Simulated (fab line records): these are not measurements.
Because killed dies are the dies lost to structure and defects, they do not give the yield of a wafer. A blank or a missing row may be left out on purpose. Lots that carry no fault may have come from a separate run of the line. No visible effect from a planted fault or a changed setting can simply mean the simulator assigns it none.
Problem report, 8D (eight disciplines) form, completed by code    flow rit cmos    the parts of the form that need people (team, actions taken, sign-off) are left out

## 1. PROBLEM STATEMENT
run length s at RIT_FOX2_CLEAN_02 reads a mean of 164 s on 3 wafers of 1 lot; wafers without a fault read 208 s with a standard deviation of 3.8. Relative to the usual mean, that is a shift of -12 standard deviations.
The step: cleans in dHF, time 180 s.
Seen first at day 6 03:26 on wet bench-02, wafer L569.1. The record holds 39 wafers of 13 lots with a number at this step. Rule for "out" (also "out of limits"): further than 4 standard deviations from the usual mean. Any other wafer with a number is counted as sound.

## 2. WHAT IT IS, WHAT IT ISN'T
question                     is                      is not
which readings at this step  run length s            -
which lots                   L569                    L548, L549, L551, L552, L555, L556, L557, L558, L560, L564, L570, L571
which wafers of those lots   all that have a number  -
read on which tools          wet bench-02            wet bench-03, wet bench-04
when                         from day 6 03:26        up to then (30 sound wafers); but 6 sound wafers of L570, L571 came after

## 3. THE SUSPECTS, EACH WITH WHAT RULES IT OUT
Counting: any tool at a process step up to the reading is kept as a suspect provided that every lot that is out went through it and no sound lot did after the first of them.
- wet bench-02 at RIT_FOX2_CLEAN_02 (cleans in dHF, time 180 s): ruled out as a lasting fault. Sound lots L571 ran on it after its first lot that is out, L569 (day 6 03:26).
Left after counting: nothing in the record.

## 4. THE CAUSE (what the simulator had put in)
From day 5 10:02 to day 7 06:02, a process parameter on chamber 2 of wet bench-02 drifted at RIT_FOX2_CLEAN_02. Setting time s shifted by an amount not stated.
Counting ruled it out, wrongly.

## 5. THE EFFECT CHAIN, in route order
One row per reading whose mean, taken over the struck wafers that have a number, lies over 3 standard deviations from the usual. Scope: only readings with a usual standard deviation given in the record; hours: median across lots of the time from each lot's start at the first step in this table that gives one to its start at this step; sigmas: change in usual standard deviations.
hours  step               reading       usual  on struck wafers  change  sigmas
0      RIT_FOX2_CLEAN_02  run length s  208 s  164               -44     -12
Process steps it contains:
- RIT_FOX2_CLEAN_02: cleans in dHF, time 180 s.
Later measuring or inspecting steps at which every struck wafer that the step has a row for has a number for every such reading, and none has moved that far: RIT_NWELL_TW_MEAS_10, RIT_PRETRO_OVL_MEAS_06.

## 6. HOW IT WOULD HAVE BEEN CAUGHT EARLIER
The fault began at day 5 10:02; the first out-of-limits reading in this record came at day 6 03:26, 17 hours later.
